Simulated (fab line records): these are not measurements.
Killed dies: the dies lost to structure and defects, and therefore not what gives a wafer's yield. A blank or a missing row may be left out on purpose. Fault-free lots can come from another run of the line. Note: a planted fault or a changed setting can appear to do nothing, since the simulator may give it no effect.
Matching of chambers	flow berkeley_cmos170	UCB170_SPACER_ETCHBACK_03 on rie_diel-01 has 4 sister chambers
The step etches SiO2 in CHF3/CF4/Ar, stops on Si, target depth 376 nm, time 100 s. 4 wafers are shown with their chamber, then 8 later ones without.

WAFERS WITH THEIR CHAMBER
wafer	chamber	drypump_motor_current_A (A)
L322.1	2	5.9
L322.3	1	5.6
L322.6	3	5.5
L321.1	0	4.7

WAFERS WITH NO CHAMBER GIVEN
wafer	drypump_motor_current_A (A)
L321.2	6.0
L321.5	5.5
L324.1	6.0
L324.2	5.7
L324.6	4.7
L326.2	5.7
L326.3	4.7
L326.6	4.7

EACH ONE'S CHAMBER
wafer	from the rows above	in truth
L321.2	2	2
L321.5	can't be placed: 3 or 1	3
L324.1	2	2
L324.2	can't be placed: 1 or 2 or 3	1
L324.6	0	0
L326.2	can't be placed: 1 or 2 or 3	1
L326.3	0	0
L326.6	0	0
Placed correctly: 5 of 8. Cannot be placed on the basis of these rows: 3; the candidates contain the true chamber in 3. Placed wrongly: 0.
How it was worked out, from the rows above alone: a wafer's distance from a chamber is the root of the sum, over the readings, of the square of ((its reading less the chamber's mean) divided by the reading's scatter). If the next closest chamber is less than 2 further off than the closest, the wafer can't be placed; otherwise it belongs to the closest. The mean given for a chamber averages the wafers shown for that chamber. The scatter (one wafer shown for each chamber): square how far every hidden wafer sits from the nearest shown wafer, average those squares and take the square root.
